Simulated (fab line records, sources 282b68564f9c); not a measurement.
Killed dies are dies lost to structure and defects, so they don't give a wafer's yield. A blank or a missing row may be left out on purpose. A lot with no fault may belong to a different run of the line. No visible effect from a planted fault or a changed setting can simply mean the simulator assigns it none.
fab line records    flow rit_cmos    part 2 of 2: steps 29 to 40 of 40
record lots=5  wafers=15  last_day=7
route steps=202 shown FOX1@21 FOX2@23 NWELL@28 PWELL@39 WELLDRIVE@50 NRETRO@53
lots that met no fault: from a run of the same line without faults
start_h: the number of hours between the record's first day and the start of the first shown wafer of the lot    wait_h: hours since the lot's step before    " as in the row above    L1.1+2: a row that stands for several wafers    - no value, or no start given    * or withheld: withheld    < > ~ a bound
route shown NAME@n: NAME is a module with steps in the file, n the number in the route of the first one    usual: the fault-free wafers' mean and standard deviation    same: alike in all rows    chamber/n: place in a boat    sites: per-site readings    _std_site: standard deviation across them    _edge_site: outer sites' mean less inner sites'    radius_mm: how far each site lies from the wafer's centre    mask NAME#n: copy n    behind: the tool/chamber that last shaped the wafer    hold: cause of the lot's hold/its duration in hours/its outcome    device: whichever transistor did not switch (one of n, p or np)    end of line: the route-end tests of the same wafers    a step without rows: its recipe alone    killed: dies lost to structure and defects at the first sort, not the wafer's yield    map: the dies of a wafer, with x for killed, . for not killed, _ for no die there
set.NAME: setting as actually run; set.NAME@STEP: the setting as run at that earlier step    model.NAME: the simulator's own value behind a step, which no gauge read
lots seen at some steps along the route; tables by step, rows by wafer
services: the hour from which a tool's chamber was out of use, counted from the record's first day as start_h (under 0 if before that day), plus the number of hours and why
## steps
# step RIT_PWELL_TW_MEAS_10
# usual PWELL_TW=954/12
lot.wafer  tool           chamber  start_h  wait_h  PWELL_TW
L075.2     film_metro-02  -        28.26    0.1     958
L075.4     "              -        "        "       961
L075.6     "              -        "        "       960
L079.1     film_metro-04  -        48.88    0.1     967
L079.4     "              -        "        "       975
L079.6     "              -        "        "       963
L080.1     film_metro-04  -        53.43    0.1     961
L080.3     "              -        "        "       959
L080.4     "              -        "        "       956
L095.1     film_metro-01  -        127.65   0.1     940
L095.3     "              -        "        "       937
L095.6     "              -        "        "       940
L096.3     film_metro-04  -        134.02   0.1     968
L096.5     "              -        "        "       970
L096.6     "              -        "        "       971
# step RIT_WELLDRIVE_ANNEAL_00
# recipe temp_c=1100  time_s=14700  ambient=N2
# usual zone_power_load_pct=40/3.5
lot.wafer  tool        chamber  start_h  wait_h  zone_power_load_pct
L075.2     furnace-01  0        28.32    0.1     42
L075.4     "           0        "        "       41
L075.6     "           0        "        "       42
L079.1     furnace-03  0        48.94    0.1     34
L079.4     "           0        "        "       35
L079.6     "           0        "        "       35
L080.1     furnace-03  0        54.03    0.6     35
L080.3     "           0        "        "       34
L080.4     "           0        "        "       35
L095.1     furnace-03  0        127.72   0.1     34
L095.3     "           0        "        "       34
L095.6     "           0        "        "       35
L096.3     furnace-01  0        134.06   0.0     42
L096.5     "           0        "        "       41
L096.6     "           0        "        "       41
# step RIT_WELLDRIVE_RS_MEAS_01
# recipe thk_meas_gauge=four-point-probe
# usual NWELL_RS=275.5/0.81
lot.wafer  tool           chamber  start_h  wait_h  NWELL_RS[ohm/sq]
L075.2     film_metro-04  -        33.42    0.0     274.7
L075.4     "              -        "        "       275.2
L075.6     "              -        "        "       274.5
L079.1     film_metro-02  -        54.03    0.0     273.9
L079.4     "              -        "        "       274.0
L079.6     "              -        "        "       274.3
L080.1     film_metro-01  -        59.11    0.0     274.5
L080.3     "              -        "        "       275.6
L080.4     "              -        "        "       276.1
L095.1     film_metro-01  -        132.81   0.0     273.7
L095.3     "              -        "        "       274.9
L095.6     "              -        "        "       273.8
L096.3     film_metro-04  -        139.18   0.0     276.0
L096.5     "              -        "        "       275.4
L096.6     "              -        "        "       275.5
# step RIT_WELLDRIVE_RS_MEAS_02
# recipe thk_meas_gauge=four-point-probe
# usual PWELL_RS=429.1/1.1
lot.wafer  tool           chamber  start_h  wait_h  PWELL_RS[ohm/sq]
L075.2     film_metro-04  -        33.54    0.1     429.5
L075.4     "              -        "        "       430.8
L075.6     "              -        "        "       428.9
L079.1     film_metro-02  -        54.15    0.1     427.5
L079.4     "              -        "        "       426.3
L079.6     "              -        "        "       427.2
L080.1     film_metro-01  -        59.23    0.1     429.5
L080.3     "              -        "        "       429.2
L080.4     "              -        "        "       430.5
L095.1     film_metro-01  -        132.93   0.1     430.5
L095.3     "              -        "        "       430.8
L095.6     "              -        "        "       430.8
L096.3     film_metro-04  -        139.30   0.1     429.2
L096.5     "              -        "        "       429.9
L096.6     "              -        "        "       429.3
# step RIT_NRETRO_HMDS_00
# recipe prime_time_s=60  prime_temp_c=140
# usual exhaust_pa=44.8/0.81
lot.wafer  tool            chamber  start_h  wait_h  exhaust_pa
L075.2     litho_track-04  0        33.70    0.1     44.5
L075.4     "               0        "        "       45.9
L075.6     "               0        "        "       45.3
L079.1     litho_track-01  0        54.27    0.1     45.1
L079.4     "               0        "        "       45.0
L079.6     "               0        "        "       43.4
L080.1     litho_track-04  0        59.35    0.1     45.2
L080.3     "               0        "        "       44.8
L080.4     "               0        "        "       44.3
L095.1     litho_track-04  0        133.05   0.1     44.9
L095.3     "               0        "        "       43.1
L095.6     "               0        "        "       44.7
L096.3     litho_track-04  0        139.43   0.1     44.1
L096.5     "               0        "        "       44.7
L096.6     "               0        "        "       45.3
# step RIT_NRETRO_COAT_01
# recipe resist=NOVOLAK  spin_rpm=2000  resist_thk_nm=1300
# usual exhaust_pa=45.1/0.86
lot.wafer  tool            chamber  start_h  wait_h  exhaust_pa
L075.2     litho_track-04  0        33.85    0.1     44.3
L075.4     "               0        "        "       45.5
L075.6     "               0        "        "       46.2
L079.1     litho_track-01  0        54.42    0.1     45.0
L079.4     "               0        "        "       45.3
L079.6     "               0        "        "       44.0
L080.1     litho_track-04  0        59.50    0.1     43.7
L080.3     "               0        "        "       44.0
L080.4     "               0        "        "       43.3
L095.1     litho_track-04  0        133.20   0.1     44.8
L095.3     "               0        "        "       45.3
L095.6     "               0        "        "       44.2
L096.3     litho_track-04  0        139.58   0.1     45.5
L096.5     "               0        "        "       46.2
L096.6     "               0        "        "       46.7
# step RIT_NRETRO_SOFTBAKE_02
# recipe resist=NOVOLAK  temp_c=90  time_s=60
# usual exhaust_pa=45.2/0.93
lot.wafer  tool            chamber  start_h  wait_h  exhaust_pa
L075.2     litho_track-04  0        34.00    0.1     44.4
L075.4     "               0        "        "       44.4
L075.6     "               0        "        "       44.0
L079.1     litho_track-01  0        54.57    0.1     44.5
L079.4     "               0        "        "       45.1
L079.6     "               0        "        "       45.8
L080.1     litho_track-04  0        59.65    0.1     46.4
L080.3     "               0        "        "       46.2
L080.4     "               0        "        "       45.9
L095.1     litho_track-04  0        133.35   0.1     45.5
L095.3     "               0        "        "       44.4
L095.6     "               0        "        "       45.0
L096.3     litho_track-04  0        139.73   0.1     45.9
L096.5     "               0        "        "       46.0
L096.6     "               0        "        "       45.6
# step RIT_NRETRO_EXPOSE_03
# recipe mask_id=M4  na=0.57  target_cd_nm=43900  dose_mj=250
# usual exposure_dose_mJ_cm2=250.01/0.25
lot.wafer  tool              chamber  start_h  wait_h  mask  exposure_dose_mJ_cm2
L075.2     iline_stepper-01  0        34.27    0.2     M4#0  249.75
L075.4     "                 0        "        "       M4#0  249.95
L075.6     "                 0        "        "       M4#0  249.87
L079.1     iline_stepper-01  0        54.84    0.2     M4#0  250.01
L079.4     "                 0        "        "       M4#0  249.48
L079.6     "                 0        "        "       M4#0  249.58
L080.1     iline_stepper-01  0        59.80    0.1     M4#0  250.11
L080.3     "                 0        "        "       M4#0  249.96
L080.4     "                 0        "        "       M4#0  250.04
L095.1     iline_stepper-01  0        133.62   0.2     M4#0  250.11
L095.3     "                 0        "        "       M4#0  249.56
L095.6     "                 0        "        "       M4#0  250.06
L096.3     iline_stepper-01  0        139.87   0.1     M4#0  249.62
L096.5     "                 0        "        "       M4#0  249.61
L096.6     "                 0        "        "       M4#0  249.78
# step RIT_NRETRO_PEB_04
# recipe resist=NOVOLAK  temp_c=withheld  time_s=withheld
# usual exhaust_pa=44.8/0.99
lot.wafer  tool            chamber  start_h  wait_h  exhaust_pa
L075.2     litho_track-03  0        34.39    0.1     43.4
L075.4     "               0        "        "       44.5
L075.6     "               0        "        "       44.8
L079.1     litho_track-01  0        54.96    0.1     44.9
L079.4     "               0        "        "       44.0
L079.6     "               0        "        "       43.0
L080.1     litho_track-04  0        59.92    0.1     44.4
L080.3     "               0        "        "       44.8
L080.4     "               0        "        "       45.0
L095.1     litho_track-04  0        133.74   0.1     46.9
L095.3     "               0        "        "       47.3
L095.6     "               0        "        "       45.7
L096.3     litho_track-01  0        140.01   0.1     44.5
L096.5     "               0        "        "       45.4
L096.6     "               0        "        "       45.0
# step RIT_NRETRO_DEVELOP_05
# recipe resist=NOVOLAK  develop_time_s=68  dev_temp_c=23
# usual exhaust_pa=45.1/0.86
lot.wafer  tool            chamber  start_h  wait_h  exhaust_pa
L075.2     litho_track-03  0        -        -       44.8
L075.4     "               0        "        "       44.2
L075.6     "               0        "        "       45.4
L079.1     litho_track-01  0        -        -       46.3
L079.4     "               0        "        "       44.4
L079.6     "               0        "        "       45.1
L080.1     litho_track-04  0        -        -       45.3
L080.3     "               0        "        "       45.4
L080.4     "               0        "        "       44.9
L095.1     litho_track-04  0        -        -       46.2
L095.3     "               0        "        "       46.7
L095.6     "               0        "        "       44.9
L096.3     litho_track-01  0        -        -       45.3
L096.5     "               0        "        "       44.9
L096.6     "               0        "        "       45.4
# step RIT_NRETRO_OVL_MEAS_06
# usual NRETRO_OVL=0.6/1.3
lot.wafer  tool        chamber  start_h  wait_h  NRETRO_OVL[nm]
L075.2     overlay-01  -        34.69    -       0.9
L075.4     "           -        "        "       2.3
L075.6     "           -        "        "       1.2
L079.1     overlay-01  -        55.27    -       -0.1
L079.4     "           -        "        "       1.0
L079.6     "           -        "        "       -1.4
L080.1     overlay-02  -        60.23    -       -0.1
L080.3     "           -        "        "       0.3
L080.4     "           -        "        "       1.1
L095.1     overlay-02  -        134.05   -       -1.4
L095.3     "           -        "        "       -0.5
L095.6     "           -        "        "       1.1
L096.3     overlay-01  -        140.29   -       2.5
L096.5     "           -        "        "       -0.2
L096.6     "           -        "        "       -0.1
# step RIT_NRETRO_HARDBAKE_07
# recipe resist=NOVOLAK  temp_c=140  time_s=120
# usual exhaust_pa=45.0/0.94
lot.wafer  tool            chamber  start_h  wait_h  exhaust_pa
L075.2     litho_track-01  0        34.76    0.1     43.1
L075.4     "               0        "        "       45.1
L075.6     "               0        "        "       44.8
L079.1     litho_track-03  0        55.31    0.0     46.3
L079.4     "               0        "        "       47.2
L079.6     "               0        "        "       46.9
L080.1     litho_track-04  0        60.27    0.0     45.4
L080.3     "               0        "        "       46.1
L080.4     "               0        "        "       44.3
L095.1     litho_track-03  0        134.09   0.0     44.7
L095.3     "               0        "        "       44.3
L095.6     "               0        "        "       44.9
L096.3     litho_track-01  0        140.39   0.1     44.8
L096.5     "               0        "        "       44.2
L096.6     "               0        "        "       44.9
## services
tool              chamber  start_h  hours  kind
implanter-03      -        4.27     13.8   pm
furnace-01        -        4.59     4.0    pm
implanter-04      -        9.54     1.2    repair
implanter-03      -        19.57    8.0    pm
plasma_asher-01   -        22.10    1.8    repair
iline_stepper-01  0        36.84    -      calibration
implanter-01      -        46.82    3.3    repair
implanter-04      -        61.84    4.6    repair
implanter-04      -        62.46    3.3    repair
implanter-01      -        63.66    3.1    pm
furnace-03        -        74.59    3.4    pm
plasma_asher-03   -        74.96    24.9   pm
furnace-03        -        77.94    4.1    pm
plasma_asher-01   -        85.33    2.8    pm
wet_bench-04      -        89.14    0.6    repair
iline_stepper-02  -        97.56    2.5    repair
plasma_asher-04   -        108.75   9.0    pm
plasma_asher-04   0        108.75   9.0    vent_cycle
plasma_asher-04   1        108.75   9.0    vent_cycle
implanter-02      -        108.95   2.0    repair
implanter-03      -        112.80   3.0    repair
iline_stepper-01  -        119.86   1.7    pm
implanter-03      -        128.96   4.0    pm
implanter-04      -        132.03   0.7    repair
